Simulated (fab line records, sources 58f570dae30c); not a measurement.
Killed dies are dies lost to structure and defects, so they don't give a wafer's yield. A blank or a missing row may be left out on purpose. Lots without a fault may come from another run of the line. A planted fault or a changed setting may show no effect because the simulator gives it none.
A struck lot beside a sound one | flow berkeley_cmos170 | 14 steps out of a route of 331
Sound: wafers L680.1, L680.2, L680.4. Struck: wafers L687.1, L687.2, L687.6. The cause comes at the end.
At each step with rows: each side's tool, then ch and its chambers, then its first start. Under that, the readings that differ: sound wafers | struck wafers | difference of the means | sigmas: that difference in standard deviations of wafers without a fault.
alike: readings whose means differ by less than 2 such deviations, and words and numbers that are the same on both sides. not compared: withheld readings, readings that some wafer has no value for, bounds like >300 that may hide the same value, and numbers for which the record gives no deviation and whose values overlap.
The two part at a step that has a row with sigmas, a row that says differs or no value, or rows on one side only. Numbers that don't overlap but have no deviation are shown without sigmas and don't part them. A reading that every wafer of one side lacks parts them only if that side has two wafers or more.

UCB170_GATE_THK_MEAS_02:
  sound on film_metro-01, day 7 10:27; struck on film_metro-02, day 8 13:41
  alike: GATE_OXIDE_THK
then, 2 steps without rows for these wafers: UCB170_GATE_ANNEAL_03 (time 1800 s); UCB170_GATE_CVD_04 (deposits poly-Si from SiH4, time 1440 s, target thk 214 nm).
UCB170_GATE_THK_MEAS_05:
  sound on film_metro-02, day 7 17:01; struck on film_metro-01, day 8 20:23
  reading            | sound             | struck            | difference | sigmas
  GATE_POLY_THK (nm) | 211.6 211.0 211.0 | 214.4 215.8 216.0 | +4.2       | +2
then, 6 steps without rows for these wafers: UCB170_GATE_COAT_06; UCB170_GATE_COAT_07 (resist thk 900 nm); UCB170_GATE_SOFTBAKE_08 (time 60 s); UCB170_GATE_EXPOSE_09 (exposes mask POLY, target cd 350 nm); UCB170_GATE_PEB_10; UCB170_GATE_DEVELOP_11 (develop time 45 s).
UCB170_GATE_CD_MEAS_12: target cd 350 nm.
  sound on cd_sem-02, day 7 18:15; struck on cd_sem-01, day 8 22:19
  alike: cd_nm
UCB170_GATE_OVL_MEAS_13:
  sound on overlay-02, day 7 18:22; struck on overlay-02, day 8 22:26
  alike: GATE_OVL
UCB170_GATE_ETCH_14: etches BARC in N2/H2.
  sound on rie_diel-03 ch 0,1,2, day 7 18:25; struck on rie_diel-03 ch 0,1,3, day 8 22:28
  reading               | sound             | struck            | difference | sigmas
  oes_product_au (a.u.) | 0.977 0.985 1.002 | 0.897 0.872 0.889 | -0.102     | -6
  alike: bias_w, drypump_motor_current_A, throttle_valve_pct
UCB170_GATE_ETCH_15: etches poly-Si in HBr/Cl2, stops on SiO2, time 56.3 s, target depth 278.2 nm.
  sound on rie_si-02 ch 1,2,3, day 7 18:27; struck on rie_si-01 ch 0,3, day 8 22:31
  alike: HBr_flow_sccm, bias_w, drypump_motor_current_A, oes_product_au, throttle_valve_pct
  not compared: rf_hours_counter_h

WHERE THEY PART
First at UCB170_GATE_THK_MEAS_05; last, within this record, at UCB170_GATE_ETCH_14. Later steps at which nothing parts them and some readings are alike: UCB170_GATE_ETCH_15.

WHY: what the simulator had put in
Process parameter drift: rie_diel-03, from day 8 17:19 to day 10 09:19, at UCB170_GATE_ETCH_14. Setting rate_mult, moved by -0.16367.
